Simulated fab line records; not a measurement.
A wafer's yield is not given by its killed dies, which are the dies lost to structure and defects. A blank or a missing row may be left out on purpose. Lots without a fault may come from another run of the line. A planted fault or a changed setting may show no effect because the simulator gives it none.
Split-lot experiment    flow rit cmos    23 wafers read from 5 lots, route of 202 steps

== THE SPLIT ITSELF ==
At RIT_CONTACT_SOFTBAKE_04 (time 60 s), the setting temp c was moved away from the recipe's 90 C on 6 of the 23 wafers read, by +3.5% to +3.8%. All remaining wafers had this setting at the recipe value.

The reading comes from the split's own step.

== THE READING ==
NOVOLAK_of_CONTACT_COAT_03.thk nm (the simulator's own value, which no gauge read), in nm, at RIT_CONTACT_SOFTBAKE_04 (time 60 s). The file gives no usual value for it. Across the 17 wafers here that went through the recipe, the average is 1002.8 nm and the standard deviation 3 nm.

wafer   tool, chamber at the split  temp c as run, C  against the recipe  NOVOLAK_of_CONTACT_COAT_03.thk nm, nm  against lot-mates on the recipe
L076.1  litho track-01, 0           93.12             +3.5%               988.1                                  -10.7
L076.2  litho track-01, 0           93.12             +3.5%               988.5                                  -10.3
L076.4  litho track-01, 0           90                recipe              999.6                                  -
L076.5  litho track-01, 0           93.12             +3.5%               989.6                                  -9.2
L076.6  litho track-01, 0           90                recipe              998                                    -
L077.2  litho track-03, 0           90                recipe              1006                                   -
L077.4  litho track-03, 0           90                recipe              1006                                   -
L077.5  litho track-03, 0           90                recipe              1006                                   -
L077.3  litho track-03, 0           90                recipe              1005                                   -
L077.6  litho track-03, 0           90                recipe              1004                                   -
L081.3  litho track-04, 0           90                recipe              999.8                                  -
L081.4  litho track-04, 0           90                recipe              1001                                   -
L081.5  litho track-04, 0           90                recipe              996.3                                  -
L082.1  litho track-04, 0           90                recipe              1004                                   -
L082.2  litho track-04, 0           93.42             +3.8%               993.9                                  -11.1
L082.3  litho track-04, 0           93.42             +3.8%               995.9                                  -9.1
L082.5  litho track-04, 0           90                recipe              1006                                   -
L082.6  litho track-04, 0           93.42             +3.8%               989.4                                  -15.6
L083.1  litho track-03, 0           90                recipe              1003                                   -
L083.2  litho track-03, 0           90                recipe              1001                                   -
L083.3  litho track-03, 0           90                recipe              1001                                   -
L083.5  litho track-03, 0           90                recipe              1005                                   -
L083.6  litho track-03, 0           90                recipe              1006                                   -

THE FIT
A straight line over all 23 wafers: NOVOLAK_of_CONTACT_COAT_03.thk nm changes by -3.23 nm for each +1% of temp c; r = -0.86; the points scatter about the line by 3.3 nm.
The same after taking each lot's own level away (the mean of its wafers on the recipe; 23 wafers): -3.03 nm for each +1%; r = -0.95; scatter 1.7 nm.
According to that fit, moving temp c by its largest amount changes the reading by 12 nm.
The span of the lots' own levels, 998.80 to 1005.40 nm, comes to 2.2 times the standard deviation stated above.
So the lot-to-lot level changes the slope little: the two slopes agree.
Check: with one of the wafers moved furthest among these (+3.8%) left out of the fit, the line predicts -11.6 nm for it against its lot-mates. Against them it came out at -11.1 nm.

== THE OTHER SPLITS THESE WAFERS WENT THROUGH ==
These wafers also went through other splits before the reading. Each is held against what the fit with the lots' levels taken away leaves over:
other split on the same wafers   wafers away from the commonest value  r with NOVOLAK_of_CONTACT_COAT_03.thk nm (lot level and that fit taken away)
RIT_PRETRO_COAT_01 spin rpm      8                                     +0.08
RIT_GATE_CVD_08 temp c           18                                    -0.01
RIT_GATE_COAT_11 spin rpm        8                                     +0.06
RIT_GATE_DEVELOP_15 dev temp c   8                                     -0.13
RIT_NLDD_COAT_01 spin rpm        7                                     +0.26
RIT_PLDD_IMPLANT_08 dose cm2     10                                    +0.30
RIT_SDANNEAL_RTA_03 time s       6                                     +0.00
RIT_SILICIDE_SPUTTER_01 power w  6                                     +0.22

== FILE'S OWN FIT ==
NOVOLAK_of_CONTACT_COAT_03.thk nm changes by -3.06 nm for each +1% of temp c, r = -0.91.
